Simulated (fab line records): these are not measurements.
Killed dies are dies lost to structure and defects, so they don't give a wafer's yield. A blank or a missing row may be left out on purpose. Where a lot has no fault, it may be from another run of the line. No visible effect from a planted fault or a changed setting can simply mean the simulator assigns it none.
Struck lot and sound lot, side by side    flow rit_cmos    18 steps out of a route of 202
Sound: these wafers, L841.2, L841.3, L841.5. Wafers L853.3, L853.5, L853.6 were the ones struck. The cause comes at the end.
Each step with rows lists, per side, the tool, then ch with its chambers, then its first start. Under that, the readings that differ: sound wafers    struck wafers    difference of the means    sigmas: that difference in standard deviations of wafers without a fault.
alike: same words and numbers on both sides, and readings whose means sit less than 2 such deviations apart. not compared: any withheld reading, any reading some wafer has no value for, any bound like >300 that may hide the same value, and any number with overlapping values for which the record gives no deviation.
A row with sigmas, a row that says differs or no value, or rows on one side alone: a step with any of these is where the two part. Numbers that don't overlap but have no deviation are shown without sigmas and don't part them. A reading that every wafer of one side lacks parts them only if that side has two wafers or more.

first, 4 steps without rows for these wafers: RIT_PSD_SOFTBAKE_02 (time 60 s); RIT_PSD_EXPOSE_03 (exposes mask M10, target cd 40900 nm); RIT_PSD_PEB_04; RIT_PSD_DEVELOP_05 (develop time 50 s).
RIT_PSD_OVL_MEAS_06:
  sound on overlay-02, day 5 02:29; struck on overlay-02, day 7 12:14
  alike: PSD_OVL
then, 2 steps without rows for these wafers: RIT_PSD_HARDBAKE_07 (time 60 s); RIT_PSD_IMPLANT_08.
RIT_PSD_STRIP_09: strips in O2, time 180 s.
  sound on plasma_asher-04 ch 0,1, day 5 02:49; struck on plasma_asher-02 ch 0,1, day 7 12:37
  alike: drypump_motor_current_A, rf_refl_power_W
  not compared: rf_hours_counter_h
RIT_PSD_TW_MEAS_10:
  sound on film_metro-01, day 5 03:00; struck on film_metro-02, day 7 12:45
  alike: PSD_TW
then, 3 steps without rows for these wafers: RIT_SDANNEAL_CLEAN_00 (cleans in SC1, time 600 s); RIT_SDANNEAL_CLEAN_01 (cleans in dHF, time 30 s); RIT_SDANNEAL_CLEAN_02 (cleans in SC2, time 600 s).
RIT_SDANNEAL_RTA_03: time 5 s.
  sound on rtp_anneal-01 ch 0, day 5 03:26; struck on rtp_anneal-01 ch 0, day 7 13:11
reading           sound                 struck                difference  sigmas
wafer_temp_C_max  1055.2 1053.8 1052.4  1048.5 1044.6 1045.4  -7.6        -7
RIT_SDANNEAL_RS_MEAS_04: uses a four-point probe to measure.
  sound on film_metro-03, day 5 03:30; struck on film_metro-01, day 7 13:16
reading          sound                 struck                difference  sigmas
PSD_RS (ohm/sq)  115.55 115.69 115.81  121.41 121.55 121.77  +5.89       +23
RIT_SDANNEAL_RS_MEAS_05: uses a four-point probe to measure.
  sound on film_metro-03, day 5 03:37; struck on film_metro-01, day 7 13:23
  alike: NSD_RS
RIT_SDANNEAL_RS_MEAS_06: uses a four-point probe to measure.
  sound on film_metro-03, day 5 03:44; struck on film_metro-01, day 7 13:30
reading           sound              struck             difference  sigmas
PLDD_RS (ohm/sq)  177.9 177.9 177.8  184.3 184.4 184.2  +6.4        +13
RIT_SDANNEAL_RS_MEAS_07: uses a four-point probe to measure.
  sound on film_metro-03, day 5 03:52; struck on film_metro-01, day 7 13:37
  alike: NLDD_RS
RIT_M1_PROBE_99:
  sound on prober-01, day 5 11:05; struck on prober-02, day 7 20:51
reading                                    sound                 struck                difference  sigmas
model.etest.contact_pplus.end_ohm_um       42.94 44.55 42.42     48.67 45.94 48.46     +4.39       
model.etest.contact_nplus.end_ohm_um       42.01 42.32 41.65     38.97 38.69 37.92     -3.47       
model.etest.pmos_0p15.junction_log10_a_um  -13.82 -13.75 -13.85  -13.72 -13.63 -13.74  +0.11       
model.etest.vpnp.gain                      1.048 1.064 1.046     0.9308 0.9497 0.9524  -0.1084     
model.etest.diode_pplus_comb.cj_ff_um2     2.003 2 2.014         1.975 1.969 1.965     -0.036      
  alike: killed_at_contacts, killed_at_front_end, killed_dies, killed_open, killed_short

## WHERE THEY PART
First at RIT_SDANNEAL_RTA_03; last, within this record, at RIT_SDANNEAL_RS_MEAS_06. Later steps at which nothing parts them and some readings are alike: RIT_SDANNEAL_RS_MEAS_07, RIT_M1_PROBE_99.

WHY: what the simulator had put in
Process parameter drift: rtp_anneal-01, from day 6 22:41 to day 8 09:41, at RIT_SDANNEAL_RTA_03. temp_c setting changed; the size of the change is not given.
